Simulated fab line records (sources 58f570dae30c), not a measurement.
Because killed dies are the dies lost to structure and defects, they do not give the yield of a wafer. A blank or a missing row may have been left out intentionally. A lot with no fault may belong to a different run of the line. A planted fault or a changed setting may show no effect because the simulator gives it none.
Which tool is to blame? || flow berkeley_cmos170 || 12 lots with 36 wafers sampled at 6 steps, on a route of 331 steps

## WHAT EACH GAUGE READ, for each wafer
UCB170_V1_CD_MEAS_90: target cd 700 nm.
{"lot": "L601", "measured": "day 7 17:34", "on": "cd_sem-01", "cd_nm (nm)": "701.2 701.9 699.7"}
{"lot": "L600", "measured": "day 7 17:59", "on": "cd_sem-02", "cd_nm (nm)": "700.7 701.5 701.1"}
{"lot": "L602", "measured": "day 7 23:28", "on": "cd_sem-02", "cd_nm (nm)": "700.0 699.9 699.1"}
{"lot": "L605", "measured": "day 8 05:41", "on": "cd_sem-01", "cd_nm (nm)": "701.7 700.8 700.8"}
{"lot": "L604", "measured": "day 8 10:53", "on": "cd_sem-02", "cd_nm (nm)": "700.9 702.0 700.9"}
{"lot": "L603", "measured": "day 8 11:01", "on": "cd_sem-01", "cd_nm (nm)": "700.6 701.1 700.2"}
{"lot": "L606", "measured": "day 8 18:41", "on": "cd_sem-01", "cd_nm (nm)": "700.9 701.7 702.0"}
{"lot": "L607", "measured": "day 8 19:49", "on": "cd_sem-02", "cd_nm (nm)": "701.2 701.0 702.5"}
{"lot": "L619", "measured": "day 11 02:41", "on": "cd_sem-02", "cd_nm (nm)": "693.6 698.7 696.1"}
{"lot": "L620", "measured": "day 11 18:23", "on": "cd_sem-02", "cd_nm (nm)": "700.6 699.8 700.8"}
{"lot": "L621", "measured": "day 12 05:08", "on": "cd_sem-02", "cd_nm (nm)": "698.8 698.2 699.6"}
{"lot": "L623", "measured": "day 12 05:41", "on": "cd_sem-02", "cd_nm (nm)": "702.9 701.3 702.1"}

UCB170_M2_OVL_MEAS_16.
{"lot": "L601", "measured": "day 7 20:05", "on": "overlay-01", "M2_OVL (nm)": "-4 9 4"}
{"lot": "L600", "measured": "day 7 20:42", "on": "overlay-01", "M2_OVL (nm)": "-7 0 -3"}
{"lot": "L602", "measured": "day 8 03:32", "on": "overlay-02", "M2_OVL (nm)": "-10 2 -3"}
{"lot": "L605", "measured": "day 8 08:14", "on": "overlay-02", "M2_OVL (nm)": "1 -7 -9"}
{"lot": "L604", "measured": "day 8 13:24", "on": "overlay-01", "M2_OVL (nm)": "0 0 -1"}
{"lot": "L603", "measured": "day 8 13:41", "on": "overlay-02", "M2_OVL (nm)": "0 -4 6"}
{"lot": "L606", "measured": "day 8 22:35", "on": "overlay-01", "M2_OVL (nm)": "1 3 6"}
{"lot": "L607", "measured": "day 8 23:07", "on": "overlay-01", "M2_OVL (nm)": "3 -1 -3"}
{"lot": "L619", "measured": "day 11 05:21", "on": "overlay-02", "M2_OVL (nm)": "-8 -6"}
{"lot": "L620", "measured": "day 11 20:54", "on": "overlay-02", "M2_OVL (nm)": "11 4 10"}
{"lot": "L621", "measured": "day 12 07:50", "on": "overlay-01", "M2_OVL (nm)": "-7 -1 -2"}
{"lot": "L623", "measured": "day 12 08:30", "on": "overlay-01", "M2_OVL (nm)": "-3 -5 1"}

UCB170_M2_CD_MEAS_90: target cd 700 nm.
{"lot": "L601", "measured": "day 7 20:28", "on": "cd_sem-02", "cd_nm (nm)": "700.0 699.8 697.0"}
{"lot": "L600", "measured": "day 7 21:05", "on": "cd_sem-01", "cd_nm (nm)": "697.4 704.6 703.5"}
{"lot": "L602", "measured": "day 8 03:58", "on": "cd_sem-01", "cd_nm (nm)": "704.9 704.0 704.3"}
{"lot": "L605", "measured": "day 8 08:35", "on": "cd_sem-02", "cd_nm (nm)": "697.2 701.9 700.5"}
{"lot": "L604", "measured": "day 8 13:46", "on": "cd_sem-01", "cd_nm (nm)": "696.6 697.5 696.8"}
{"lot": "L603", "measured": "day 8 14:05", "on": "cd_sem-01", "cd_nm (nm)": "702.8 701.5 701.8"}
{"lot": "L606", "measured": "day 8 22:58", "on": "cd_sem-02", "cd_nm (nm)": "707.3 703.5 702.5"}
{"lot": "L607", "measured": "day 8 23:29", "on": "cd_sem-01", "cd_nm (nm)": "697.6 703.5 699.9"}
{"lot": "L619", "measured": "day 11 06:05", "on": "cd_sem-02", "cd_nm (nm)": "703.2 702.1"}
{"lot": "L620", "measured": "day 11 21:16", "on": "cd_sem-01", "cd_nm (nm)": "701.9 696.5 700.4"}
{"lot": "L621", "measured": "day 12 08:14", "on": "cd_sem-01", "cd_nm (nm)": "698.5 695.6 698.7"}
{"lot": "L623", "measured": "day 12 08:52", "on": "cd_sem-02", "cd_nm (nm)": "702.4 699.7 703.6"}

## TOOL THAT RAN EACH LOT (tool first, then ch and the chambers of the sampled wafers, then the start)
{"lot": "L601", "UCB170_V1_ETCH_14": "rie_diel-03 ch 0,1,3, day 7 17:14", "UCB170_V1_STRIP_15": "plasma_asher-04 ch 0,1, day 7 17:25", "UCB170_M2_ETCH_17": "rie_diel-04 ch 2,3, day 7 20:07"}
{"lot": "L600", "UCB170_V1_ETCH_14": "rie_diel-01 ch 1,2,3, day 7 17:40", "UCB170_V1_STRIP_15": "plasma_asher-04 ch 0,1, day 7 17:53", "UCB170_M2_ETCH_17": "rie_diel-02 ch 0,2,3, day 7 20:43"}
{"lot": "L602", "UCB170_V1_ETCH_14": "rie_diel-03 ch 0,1, day 7 23:11", "UCB170_V1_STRIP_15": "plasma_asher-03 ch 0,1, day 7 23:22", "UCB170_M2_ETCH_17": "rie_diel-02 ch 0,1,3, day 8 03:34"}
{"lot": "L605", "UCB170_V1_ETCH_14": "rie_diel-03 ch 1,3, day 8 05:25", "UCB170_V1_STRIP_15": "plasma_asher-04 ch 0, day 8 05:35", "UCB170_M2_ETCH_17": "rie_diel-02 ch 0,2,3, day 8 08:16"}
{"lot": "L604", "UCB170_V1_ETCH_14": "rie_diel-03 ch 2,3, day 8 10:36", "UCB170_V1_STRIP_15": "plasma_asher-03 ch 0,1, day 8 10:47", "UCB170_M2_ETCH_17": "rie_diel-03 ch 1,2,3, day 8 13:26"}
{"lot": "L603", "UCB170_V1_ETCH_14": "rie_diel-01 ch 1,2,3, day 8 10:41", "UCB170_V1_STRIP_15": "plasma_asher-02 ch 0,1, day 8 10:54", "UCB170_M2_ETCH_17": "rie_diel-04 ch 1,2,3, day 8 13:43"}
{"lot": "L606", "UCB170_V1_ETCH_14": "rie_diel-03 ch 0,2,3, day 8 18:22", "UCB170_V1_STRIP_15": "plasma_asher-02 ch 0,1, day 8 18:34", "UCB170_M2_ETCH_17": "rie_diel-02 ch 1,2, day 8 22:36"}
{"lot": "L607", "UCB170_V1_ETCH_14": "rie_diel-02 ch 0,1,2, day 8 19:32", "UCB170_V1_STRIP_15": "plasma_asher-02 ch 0,1, day 8 19:43", "UCB170_M2_ETCH_17": "rie_diel-04 ch 1,2,3, day 8 23:09"}
{"lot": "L619", "UCB170_V1_ETCH_14": "rie_diel-02 ch 0,1,3, day 11 02:25", "UCB170_V1_STRIP_15": "plasma_asher-03 ch 0,1, day 11 02:35", "UCB170_M2_ETCH_17": "rie_diel-03 ch 1, day 11 05:23"}
{"lot": "L620", "UCB170_V1_ETCH_14": "rie_diel-03 ch 1,3, day 11 18:06", "UCB170_V1_STRIP_15": "plasma_asher-03 ch 0,1, day 11 18:17", "UCB170_M2_ETCH_17": "rie_diel-03 ch 1,3, day 11 20:56"}
{"lot": "L621", "UCB170_V1_ETCH_14": "rie_diel-03 ch 2,3, day 12 04:49", "UCB170_V1_STRIP_15": "plasma_asher-04 ch 0,1, day 12 05:01", "UCB170_M2_ETCH_17": "rie_diel-03 ch 0,1, day 12 07:52"}
{"lot": "L623", "UCB170_V1_ETCH_14": "rie_diel-03 ch 0,1,3, day 12 05:25", "UCB170_V1_STRIP_15": "plasma_asher-04 ch 0,1, day 12 05:35", "UCB170_M2_ETCH_17": "rie_diel-04 ch 0,1,2, day 12 08:32"}
- UCB170_V1_ETCH_14: etches SiO2 in CHF3/CF4/Ar, stops on Al, target depth 1250 nm, time 291 s.
- UCB170_V1_STRIP_15: strips in O2.
- UCB170_M2_ETCH_17: etches BARC in N2/H2.

## AS READ BY THE TOOLS THEMSELVES (means over the sampled wafers that have a number; for cases with no such wafer, the mark the record gives instead)
UCB170_V1_ETCH_14.
{"lot": "L601", "tool": "rie_diel-03", "chamber_pressure_mTorr (mTorr)": 200.11, "drypump_motor_current_A (A)": 5.6, "oes_product_au (a.u.)": 0.872, "rf_fwd_power_W (W)": 696.8, "throttle_valve_pct (%)": 6.88}
{"lot": "L600", "tool": "rie_diel-01", "chamber_pressure_mTorr (mTorr)": 200.02, "drypump_motor_current_A (A)": 5.9, "oes_product_au (a.u.)": 0.882, "rf_fwd_power_W (W)": 695.6, "throttle_valve_pct (%)": 6.82}
{"lot": "L602", "tool": "rie_diel-03", "chamber_pressure_mTorr (mTorr)": 199.95, "drypump_motor_current_A (A)": 5.6, "oes_product_au (a.u.)": 0.885, "rf_fwd_power_W (W)": 697.7, "throttle_valve_pct (%)": 6.96}
{"lot": "L605", "tool": "rie_diel-03", "chamber_pressure_mTorr (mTorr)": 199.90, "drypump_motor_current_A (A)": 5.8, "oes_product_au (a.u.)": 0.880, "rf_fwd_power_W (W)": 696.2, "throttle_valve_pct (%)": 6.97}
{"lot": "L604", "tool": "rie_diel-03", "chamber_pressure_mTorr (mTorr)": 199.94, "drypump_motor_current_A (A)": 5.3, "oes_product_au (a.u.)": 0.861, "rf_fwd_power_W (W)": 699.2, "throttle_valve_pct (%)": 7.02}
{"lot": "L603", "tool": "rie_diel-01", "chamber_pressure_mTorr (mTorr)": 199.99, "drypump_motor_current_A (A)": 6.0, "oes_product_au (a.u.)": 0.883, "rf_fwd_power_W (W)": 698.2, "throttle_valve_pct (%)": 6.82}
{"lot": "L606", "tool": "rie_diel-03", "chamber_pressure_mTorr (mTorr)": 200.04, "drypump_motor_current_A (A)": 5.3, "oes_product_au (a.u.)": 0.874, "rf_fwd_power_W (W)": 698.8, "throttle_valve_pct (%)": 6.91}
{"lot": "L607", "tool": "rie_diel-02", "chamber_pressure_mTorr (mTorr)": 200.02, "drypump_motor_current_A (A)": 5.8, "oes_product_au (a.u.)": 0.886, "rf_fwd_power_W (W)": 697.0, "throttle_valve_pct (%)": 7.06}
{"lot": "L619", "tool": "rie_diel-02", "chamber_pressure_mTorr (mTorr)": 199.89, "drypump_motor_current_A (A)": 5.7, "oes_product_au (a.u.)": 0.872, "rf_fwd_power_W (W)": 606.0, "throttle_valve_pct (%)": 7.05}
{"lot": "L620", "tool": "rie_diel-03", "chamber_pressure_mTorr (mTorr)": 200.06, "drypump_motor_current_A (A)": 5.8, "oes_product_au (a.u.)": 0.859, "rf_fwd_power_W (W)": 700.2, "throttle_valve_pct (%)": 6.91}
{"lot": "L621", "tool": "rie_diel-03", "chamber_pressure_mTorr (mTorr)": 199.99, "drypump_motor_current_A (A)": 5.3, "oes_product_au (a.u.)": 0.882, "rf_fwd_power_W (W)": 695.5, "throttle_valve_pct (%)": 7.02}
{"lot": "L623", "tool": "rie_diel-03", "chamber_pressure_mTorr (mTorr)": 200.06, "drypump_motor_current_A (A)": 5.6, "oes_product_au (a.u.)": 0.882, "rf_fwd_power_W (W)": 697.5, "throttle_valve_pct (%)": 6.89}

UCB170_V1_STRIP_15.
{"lot": "L601", "tool": "plasma_asher-04", "chamber_pressure_mTorr (mTorr)": 3497, "drypump_motor_current_A (A)": 5.6, "oes_product_au (a.u.)": 0.722, "strip_time_to_endpoint_s (s)": 15.42}
{"lot": "L600", "tool": "plasma_asher-04", "chamber_pressure_mTorr (mTorr)": 3501, "drypump_motor_current_A (A)": 5.3, "oes_product_au (a.u.)": 0.720, "strip_time_to_endpoint_s (s)": 15.33}
{"lot": "L602", "tool": "plasma_asher-03", "chamber_pressure_mTorr (mTorr)": 3500, "drypump_motor_current_A (A)": 5.5, "oes_product_au (a.u.)": 0.720, "strip_time_to_endpoint_s (s)": 15.30}
{"lot": "L605", "tool": "plasma_asher-04", "chamber_pressure_mTorr (mTorr)": 3501, "drypump_motor_current_A (A)": 5.9, "oes_product_au (a.u.)": 0.724, "strip_time_to_endpoint_s (s)": 15.26}
{"lot": "L604", "tool": "plasma_asher-03", "chamber_pressure_mTorr (mTorr)": 3502, "drypump_motor_current_A (A)": 5.5, "oes_product_au (a.u.)": 0.724, "strip_time_to_endpoint_s (s)": 15.29}
{"lot": "L603", "tool": "plasma_asher-02", "chamber_pressure_mTorr (mTorr)": 3499, "drypump_motor_current_A (A)": 5.5, "oes_product_au (a.u.)": 0.721, "strip_time_to_endpoint_s (s)": 15.36}
{"lot": "L606", "tool": "plasma_asher-02", "chamber_pressure_mTorr (mTorr)": 3500, "drypump_motor_current_A (A)": 5.5, "oes_product_au (a.u.)": 0.723, "strip_time_to_endpoint_s (s)": 15.33}
{"lot": "L607", "tool": "plasma_asher-02", "chamber_pressure_mTorr (mTorr)": 3500, "drypump_motor_current_A (A)": 5.6, "oes_product_au (a.u.)": 0.720, "strip_time_to_endpoint_s (s)": 15.35}
{"lot": "L619", "tool": "plasma_asher-03", "chamber_pressure_mTorr (mTorr)": 3500, "drypump_motor_current_A (A)": 5.5, "oes_product_au (a.u.)": 0.719, "strip_time_to_endpoint_s (s)": 15.87}
{"lot": "L620", "tool": "plasma_asher-03", "chamber_pressure_mTorr (mTorr)": 3500, "drypump_motor_current_A (A)": 5.6, "oes_product_au (a.u.)": 0.723, "strip_time_to_endpoint_s (s)": 15.43}
{"lot": "L621", "tool": "plasma_asher-04", "chamber_pressure_mTorr (mTorr)": 3499, "drypump_motor_current_A (A)": 5.6, "oes_product_au (a.u.)": 0.721, "strip_time_to_endpoint_s (s)": 15.29}
{"lot": "L623", "tool": "plasma_asher-04", "chamber_pressure_mTorr (mTorr)": 3497, "drypump_motor_current_A (A)": 5.3, "oes_product_au (a.u.)": 0.721, "strip_time_to_endpoint_s (s)": 15.35}

UCB170_M2_ETCH_17.
{"lot": "L601", "tool": "rie_diel-04", "chamber_pressure_mTorr (mTorr)": 29.98, "drypump_motor_current_A (A)": 6.0, "oes_product_au (a.u.)": 1.005, "rf_fwd_power_W (W)": 495.1, "throttle_valve_pct (%)": 13.32}
{"lot": "L600", "tool": "rie_diel-02", "chamber_pressure_mTorr (mTorr)": 29.99, "drypump_motor_current_A (A)": 5.7, "oes_product_au (a.u.)": 1.014, "rf_fwd_power_W (W)": 495.4, "throttle_valve_pct (%)": 13.56}
{"lot": "L602", "tool": "rie_diel-02", "chamber_pressure_mTorr (mTorr)": 29.98, "drypump_motor_current_A (A)": 5.6, "oes_product_au (a.u.)": 0.996, "rf_fwd_power_W (W)": 495.1, "throttle_valve_pct (%)": 13.52}
{"lot": "L605", "tool": "rie_diel-02", "chamber_pressure_mTorr (mTorr)": 30.00, "drypump_motor_current_A (A)": 5.7, "oes_product_au (a.u.)": 1.007, "rf_fwd_power_W (W)": 493.6, "throttle_valve_pct (%)": 13.56}
{"lot": "L604", "tool": "rie_diel-03", "chamber_pressure_mTorr (mTorr)": 29.98, "drypump_motor_current_A (A)": 5.5, "oes_product_au (a.u.)": 0.995, "rf_fwd_power_W (W)": 493.1, "throttle_valve_pct (%)": 13.36}
{"lot": "L603", "tool": "rie_diel-04", "chamber_pressure_mTorr (mTorr)": 30.01, "drypump_motor_current_A (A)": 6.0, "oes_product_au (a.u.)": 1.001, "rf_fwd_power_W (W)": 496.2, "throttle_valve_pct (%)": 13.17}
{"lot": "L606", "tool": "rie_diel-02", "chamber_pressure_mTorr (mTorr)": 29.98, "drypump_motor_current_A (A)": 6.1, "oes_product_au (a.u.)": 1.002, "rf_fwd_power_W (W)": 492.4, "throttle_valve_pct (%)": 13.47}
{"lot": "L607", "tool": "rie_diel-04", "chamber_pressure_mTorr (mTorr)": 29.99, "drypump_motor_current_A (A)": 6.0, "oes_product_au (a.u.)": 1.008, "rf_fwd_power_W (W)": 496.5, "throttle_valve_pct (%)": 13.16}
{"lot": "L619", "tool": "rie_diel-03", "chamber_pressure_mTorr (mTorr)": 30.03, "drypump_motor_current_A (A)": 5.7, "oes_product_au (a.u.)": 1.007, "rf_fwd_power_W (W)": 491.7, "throttle_valve_pct (%)": 13.41}
{"lot": "L620", "tool": "rie_diel-03", "chamber_pressure_mTorr (mTorr)": 30.03, "drypump_motor_current_A (A)": 5.7, "oes_product_au (a.u.)": 0.984, "rf_fwd_power_W (W)": 492.6, "throttle_valve_pct (%)": 13.22}
{"lot": "L621", "tool": "rie_diel-03", "chamber_pressure_mTorr (mTorr)": 30.03, "drypump_motor_current_A (A)": 5.4, "oes_product_au (a.u.)": 1.012, "rf_fwd_power_W (W)": 493.1, "throttle_valve_pct (%)": 13.19}
{"lot": "L623", "tool": "rie_diel-04", "chamber_pressure_mTorr (mTorr)": 30.01, "drypump_motor_current_A (A)": 5.7, "oes_product_au (a.u.)": 0.994, "rf_fwd_power_W (W)": 494.3, "throttle_valve_pct (%)": 13.19}

## THE ANSWER, worked out from the rows above alone
Rule: usual is defined by the lots themselves. The widest of any qualifying gaps counts: lots, ordered by their means at a reading, are off when they make up no more than a third of the lots, leave a main group of 4 or more, and stand apart from it by 3 or more times the standard deviation of that group's means. The tables above print the reading to a certain number of digits; a main group whose means all agree to those digits is not used. Also off: a lot with no number at a reading for which 4 or more lots have one. All remaining lots with rows at the step are treated as sound. After the gauges, taken in route order, come the tools' own readings; for these a lot's mean is taken, as printed above. The first step at which some lot is off is used, and at that step the reading that is off furthest; a lot without a number counts as furthest.
Off: L619 (UCB170_V1_CD_MEAS_90, cd_nm). The main group has a mean of 700.8 nm with a standard deviation of 0.88.
A tool fits if, at a process step before that reading, it ran every lot that is off, and no sound lot after the first of them. The gauges at UCB170_V1_CD_MEAS_90 aren't tried: what is off there is off at UCB170_V1_ETCH_14 too, on other tools, and a gauge's error can't cause that. One fits: UCB170_V1_ETCH_14 on rie_diel-02. A fault onset in the window from L607 (day 8 19:32, its last sound lot) to L619 (day 11 02:25, its first lot off) fits.
The tool's own readings at UCB170_V1_ETCH_14 bear it out: on the lots that are off they differ by more than 5 times the standard deviation of the sound lots' means. rf_fwd_power_W reads 606.0 W there against 697.5 W on the sound lots.

## WHAT THE SIMULATOR HAD INSERTED
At UCB170_V1_ETCH_14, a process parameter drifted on rie_diel-02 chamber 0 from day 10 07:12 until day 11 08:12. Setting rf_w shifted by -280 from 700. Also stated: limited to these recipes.
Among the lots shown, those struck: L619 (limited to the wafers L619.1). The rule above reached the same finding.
